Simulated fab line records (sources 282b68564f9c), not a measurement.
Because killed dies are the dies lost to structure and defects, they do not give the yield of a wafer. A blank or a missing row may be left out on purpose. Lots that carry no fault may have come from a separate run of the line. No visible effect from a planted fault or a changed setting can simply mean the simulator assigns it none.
Which of the tools did it? ; flow ritCmos ; 18 wafers from 6 lots sampled at 2 of the route's 202 steps

WHAT THE GAUGES SHOWED, per wafer
RIT_GATE_CD_MEAS_16 targets a cd of 150 nm.
lot;measured;on;cdNm (nm)
L937;day 3 01:36;cdSem-01;149.4 151.7 151.2
L940;day 3 17:27;cdSem-02;148.1 150.6 149.6
L944;day 4 16:08;cdSem-02;150.3 150.0 154.6
L953;day 7 00:29;cdSem-01;147.5 151.5 148.9
L955;day 7 03:51;cdSem-02;146.9 149.8 147.9
L958;day 7 22:28;cdSem-01;146.7 147.4 146.5

WHAT TOOL EACH LOT RAN ON (gives the tool, then ch and the chambers of the sampled wafers, and finally the start)
lot;RIT_GATE_EXPOSE_13
L937;ilineStepper-02 ch 0, day 3 01:11
L940;ilineStepper-01 ch 0, day 3 17:03
L944;ilineStepper-02 ch 0, day 4 15:44
L953;ilineStepper-01 ch 0, day 7 00:05
L955;ilineStepper-02 ch 0, day 7 03:27
L958;ilineStepper-01 ch 0, day 7 22:04
- RIT_GATE_EXPOSE_13: exposes mask M6, target cd 150 nm.

THE ANSWER, worked out from the rows above alone
Rule: usual is defined by the lots themselves. The widest of any qualifying gaps counts: lots, ordered by their means at a reading, are off when they make up no more than a third of the lots, leave a main group of 4 or more, and stand apart from it by 3 or more times the standard deviation of that group's means. If all means in a main group match to the digits the tables above print for the reading, that group is not used. A lot without any number at a reading at which 4 lots or more have one is off too. All remaining lots with rows at the step are treated as sound.
None of the lots is off at any reading shown; this tells nothing.

WHAT THE SIMULATOR HAD PUT IN
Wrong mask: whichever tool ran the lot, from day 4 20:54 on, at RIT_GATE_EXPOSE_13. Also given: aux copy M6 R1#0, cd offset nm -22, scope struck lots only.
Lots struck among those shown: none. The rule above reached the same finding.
